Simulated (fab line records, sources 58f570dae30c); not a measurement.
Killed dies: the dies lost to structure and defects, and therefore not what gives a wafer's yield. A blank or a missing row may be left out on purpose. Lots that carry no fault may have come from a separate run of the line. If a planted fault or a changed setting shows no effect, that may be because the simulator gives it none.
2 desks looking at one fault + flow berkeley_cmos170 + every desk sees just its own numbers, and what lay behind them comes last

== AT THE METROLOGY DESK ==
What the gauges read, lot by lot, whatever tool the lot ran on: means of the sampled wafers that have a number. If a lot's mean is further than 4 standard deviations from the usual mean, the lot is out of limits and carries the mark OUT (the distance appears in the brackets).
Columns: A = cd_nm at UCB170_M1_CD_MEAS_09, usual 700.2 nm
| lot  | first seen here | A                |
|------|-----------------|------------------|
| L659 | day 7 19:11     | 697.6            |
| L661 | day 7 19:29     | 699.4            |
| L660 | day 7 21:14     | 702.0            |
| L663 | day 8 01:04     | 699.1            |
| L664 | day 8 01:40     | 699.4            |
| L666 | day 8 18:38     | 700.6            |
| L665 | day 8 19:14     | 700.0            |
| L667 | day 9 00:49     | 700.8            |
| L668 | day 9 01:05     | 698.0            |
| L669 | day 9 13:34     | 700.1            |
| L670 | day 9 20:17     | 702.6            |
| L675 | day 11 00:28    | 707.7 (+5.0) OUT |
| L678 | day 11 17:10    | 702.0            |
| L680 | day 11 17:25    | 708.6 (+5.6) OUT |
This desk's finding: out of limits on L675, L680; first on L675, day 11 00:28 (cd_nm at UCB170_M1_CD_MEAS_09). L659, L661, L660, L663, L664, L666, L665, L667, L668, L669, L670, L678: within limits.

== THE TOOL OWNER'S DESK: litho_track-03 ==
The tool's own readings at UCB170_M1_COAT_04 (resist thk 911.6 nm): means of the sampled wafers that have a number, for each lot that ran on this tool. If a lot's mean is further than 4 standard deviations from the usual mean, the lot is out of limits and carries the mark OUT (the distance appears in the brackets).
Columns: A = exhaust_pa at UCB170_M1_COAT_04, usual 44.9 Pa; B = spin_speed_rpm at UCB170_M1_COAT_04, usual 1500.1 rpm
| lot  | first seen here | A    | B                        |
|------|-----------------|------|--------------------------|
| L665 | day 8 18:00     | 45.1 | 1500.6                   |
| L668 | day 9 00:00     | 45.2 | 1500.1                   |
| L675 | day 10 23:00    | 45.1 | 1012.1 (-99 or more) OUT |
| L680 | day 11 16:00    | 43.8 | 1013.8 (-99 or more) OUT |
This desk's finding: out of limits on L675, L680; first on L675, day 10 23:00 (spin_speed_rpm at UCB170_M1_COAT_04). L665, L668: within limits.

== PUT TOGETHER ==
At day 10 23:00, on L675, L680, the tool owner's desk was in a position to raise an alarm.
An alarm was possible from the metrology desk at day 11 00:28, on L675, L680.
The lots listed all ran UCB170_M1_COAT_04 on litho_track-03.

== WHAT THE SIMULATOR PUT IN ==
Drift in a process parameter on litho_track-03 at UCB170_M1_COAT_04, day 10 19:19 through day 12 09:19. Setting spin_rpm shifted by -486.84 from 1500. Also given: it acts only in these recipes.
Struck lots among those shown: L675, L680.
Hours from the fault's start to each desk's first reading out of limits: the tool owner's desk, 4; the metrology desk, 5.
